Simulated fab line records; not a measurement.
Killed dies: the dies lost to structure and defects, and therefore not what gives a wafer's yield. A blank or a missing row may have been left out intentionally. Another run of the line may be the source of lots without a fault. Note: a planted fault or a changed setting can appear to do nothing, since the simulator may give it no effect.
Which tool is to blame? || flow berkeley_cmos170 || 15 lots, 45 wafers sampled, at 2 steps of a route of 331

WHAT THE GAUGES SHOWED, per wafer
UCB170_CONTACT_THK_MEAS_02. Usual: CONTACT_PSG_THK gives 703 nm (standard deviation 6.9).
{"lot": "L288", "measured": "day 9 02:55", "on": "film_metro-01", "CONTACT_PSG_THK (nm)": "707 715 707", "flag": ""}
{"lot": "L289", "measured": "day 9 01:08", "on": "film_metro-01", "CONTACT_PSG_THK (nm)": "699 701 703", "flag": ""}
{"lot": "L287", "measured": "day 9 02:55", "on": "film_metro-02", "CONTACT_PSG_THK (nm)": "711 708 705", "flag": ""}
{"lot": "L290", "measured": "day 9 11:49", "on": "film_metro-03", "CONTACT_PSG_THK (nm)": "706 708 704", "flag": ""}
{"lot": "L291", "measured": "day 9 13:35", "on": "film_metro-02", "CONTACT_PSG_THK (nm)": "688 687 691", "flag": ""}
{"lot": "L293", "measured": "day 9 13:35", "on": "film_metro-01", "CONTACT_PSG_THK (nm)": "702 704 704", "flag": ""}
{"lot": "L294", "measured": "day 10 09:53", "on": "film_metro-02", "CONTACT_PSG_THK (nm)": "699 698 694", "flag": ""}
{"lot": "L297", "measured": "day 10 11:41", "on": "film_metro-02", "CONTACT_PSG_THK (nm)": "703 699 700", "flag": ""}
{"lot": "L295", "measured": "day 10 11:40", "on": "film_metro-03", "CONTACT_PSG_THK (nm)": "704 704 700", "flag": ""}
{"lot": "L296", "measured": "day 10 11:39", "on": "film_metro-01", "CONTACT_PSG_THK (nm)": "696 700 698", "flag": ""}
{"lot": "L300", "measured": "day 11 13:11", "on": "film_metro-01", "CONTACT_PSG_THK (nm)": "705 706 701", "flag": ""}
{"lot": "L299", "measured": "day 11 12:44", "on": "film_metro-03", "CONTACT_PSG_THK (nm)": "707 703 705", "flag": ""}
{"lot": "L301", "measured": "day 11 19:05", "on": "film_metro-03", "CONTACT_PSG_THK (nm)": "706 720 718", "flag": ""}
{"lot": "L303", "measured": "day 12 07:14", "on": "film_metro-02", "CONTACT_PSG_THK (nm)": "710 710 709", "flag": ""}
{"lot": "L308", "measured": "day 13 07:19", "on": "film_metro-03", "CONTACT_PSG_THK (nm)": "704 709 702", "flag": ""}

EACH LOT AND THE TOOL THAT RAN IT (in order: tool; ch and the chambers of the sampled wafers; start)
{"lot": "L288", "UCB170_NLDD_IMPLANT_09": "implanter-02 ch 0, day 8 11:26"}
{"lot": "L289", "UCB170_NLDD_IMPLANT_09": "implanter-01 ch 0, day 8 11:59"}
{"lot": "L287", "UCB170_NLDD_IMPLANT_09": "implanter-03 ch 0, day 8 12:43"}
{"lot": "L290", "UCB170_NLDD_IMPLANT_09": "implanter-03 ch 0, day 8 18:46"}
{"lot": "L291", "UCB170_NLDD_IMPLANT_09": "implanter-01 ch 0, day 8 19:05"}
{"lot": "L293", "UCB170_NLDD_IMPLANT_09": "implanter-03 ch 0, day 9 02:10"}
{"lot": "L294", "UCB170_NLDD_IMPLANT_09": "implanter-03 ch 0, day 9 20:37"}
{"lot": "L297", "UCB170_NLDD_IMPLANT_09": "implanter-01 ch 0, day 9 20:47"}
{"lot": "L295", "UCB170_NLDD_IMPLANT_09": "implanter-02 ch 0, day 9 20:52"}
{"lot": "L296", "UCB170_NLDD_IMPLANT_09": "implanter-03 ch 0, day 9 20:58"}
{"lot": "L300", "UCB170_NLDD_IMPLANT_09": "implanter-02 ch 0, day 10 21:43"}
{"lot": "L299", "UCB170_NLDD_IMPLANT_09": "implanter-01 ch 0, day 10 22:00"}
{"lot": "L301", "UCB170_NLDD_IMPLANT_09": "implanter-01 ch 0, day 11 04:55"}
{"lot": "L303", "UCB170_NLDD_IMPLANT_09": "implanter-01 ch 0, day 11 12:14"}
{"lot": "L308", "UCB170_NLDD_IMPLANT_09": "implanter-03 ch 0, day 12 12:40"}
- UCB170_NLDD_IMPLANT_09

WHAT THE TOOLS THEMSELVES READ (means of the sampled wafers that have a number; where no wafer has one, the mark that the record gives instead)
UCB170_NLDD_IMPLANT_09. Usual: dose_ions_cm2 5e+13, standard deviation 5.2e+10; faraday_current_uA 159, standard deviation 3; rotation_deg 180.00 degrees, standard deviation 0.034; tilt_deg 7.004 degrees, standard deviation 0.018.
{"lot": "L288", "tool": "implanter-02", "dose_ions_cm2": 5e+13, "faraday_current_uA": 158, "rotation_deg (degrees)": 180.02, "tilt_deg (degrees)": 7.013, "flag": ""}
{"lot": "L289", "tool": "implanter-01", "dose_ions_cm2": 5e+13, "faraday_current_uA": 157, "rotation_deg (degrees)": 180.02, "tilt_deg (degrees)": 7.034, "flag": ""}
{"lot": "L287", "tool": "implanter-03", "dose_ions_cm2": 5e+13, "faraday_current_uA": 158, "rotation_deg (degrees)": 179.99, "tilt_deg (degrees)": 7.006, "flag": ""}
{"lot": "L290", "tool": "implanter-03", "dose_ions_cm2": 5e+13, "faraday_current_uA": 162, "rotation_deg (degrees)": 180.01, "tilt_deg (degrees)": 6.989, "flag": ""}
{"lot": "L291", "tool": "implanter-01", "dose_ions_cm2": 5e+13, "faraday_current_uA": 157, "rotation_deg (degrees)": 180.00, "tilt_deg (degrees)": 7.011, "flag": ""}
{"lot": "L293", "tool": "implanter-03", "dose_ions_cm2": 5e+13, "faraday_current_uA": 157, "rotation_deg (degrees)": 179.99, "tilt_deg (degrees)": 7.002, "flag": ""}
{"lot": "L294", "tool": "implanter-03", "dose_ions_cm2": 5e+13, "faraday_current_uA": 159, "rotation_deg (degrees)": 180.00, "tilt_deg (degrees)": 7.010, "flag": ""}
{"lot": "L297", "tool": "implanter-01", "dose_ions_cm2": 5e+13, "faraday_current_uA": 156, "rotation_deg (degrees)": 180.07, "tilt_deg (degrees)": 6.996, "flag": ""}
{"lot": "L295", "tool": "implanter-02", "dose_ions_cm2": 5e+13, "faraday_current_uA": 161, "rotation_deg (degrees)": 180.01, "tilt_deg (degrees)": 7.020, "flag": ""}
{"lot": "L296", "tool": "implanter-03", "dose_ions_cm2": 5e+13, "faraday_current_uA": 160, "rotation_deg (degrees)": 180.02, "tilt_deg (degrees)": 6.999, "flag": ""}
{"lot": "L300", "tool": "implanter-02", "dose_ions_cm2": 5e+13, "faraday_current_uA": 161, "rotation_deg (degrees)": 179.97, "tilt_deg (degrees)": 7.001, "flag": ""}
{"lot": "L299", "tool": "implanter-01", "dose_ions_cm2": 5e+13, "faraday_current_uA": 157, "rotation_deg (degrees)": 269.99, "tilt_deg (degrees)": 6.978, "flag": "OFF"}
{"lot": "L301", "tool": "implanter-01", "dose_ions_cm2": 5e+13, "faraday_current_uA": 161, "rotation_deg (degrees)": 269.97, "tilt_deg (degrees)": 6.992, "flag": "OFF"}
{"lot": "L303", "tool": "implanter-01", "dose_ions_cm2": 5e+13, "faraday_current_uA": 158, "rotation_deg (degrees)": 270.01, "tilt_deg (degrees)": 7.043, "flag": "OFF"}
{"lot": "L308", "tool": "implanter-03", "dose_ions_cm2": 5e+13, "faraday_current_uA": 158, "rotation_deg (degrees)": 179.97, "tilt_deg (degrees)": 6.992, "flag": ""}

THE ANSWER, worked out from the rows above alone
Rule: take the mean of a lot's wafers that have a number; if it is more than 3 standard deviations from the usual mean, the lot is off. A lot without any number at a reading at which 4 lots or more have one is off too. All remaining lots with rows at the step are treated as sound. After the gauges, taken in route order, come the tools' own readings; for these a lot's mean is taken, as printed above. At the first step where some lot is off, the reading lying furthest off is the one used; lots without a number count as furthest.
Off: L299, L301, L303, at UCB170_NLDD_IMPLANT_09 (rotation_deg).
If a tool, at that step or one of the process steps before it, ran each lot that is off and ran no sound lot following the first of them, it fits. One candidate fits, namely implanter-01 at UCB170_NLDD_IMPLANT_09. Its last sound lot is L297 (day 9 20:47), its first lot that is off L299 (day 10 22:00): a fault that began between those two fits.
The tool's own readings at UCB170_NLDD_IMPLANT_09 bear it out: on the lots that are off they differ by more than 5 times the standard deviation of the sound lots' means. rotation_deg reads 269.99 degrees there against 180.01 degrees on the sound lots.

WHAT THE SIMULATOR PUT IN
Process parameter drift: implanter-01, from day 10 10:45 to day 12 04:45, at UCB170_NLDD_IMPLANT_09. From 180, the setting rotation_deg moved by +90. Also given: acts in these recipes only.
Lots struck among those shown: L299, L301, L303. The rule given above showed the same thing.
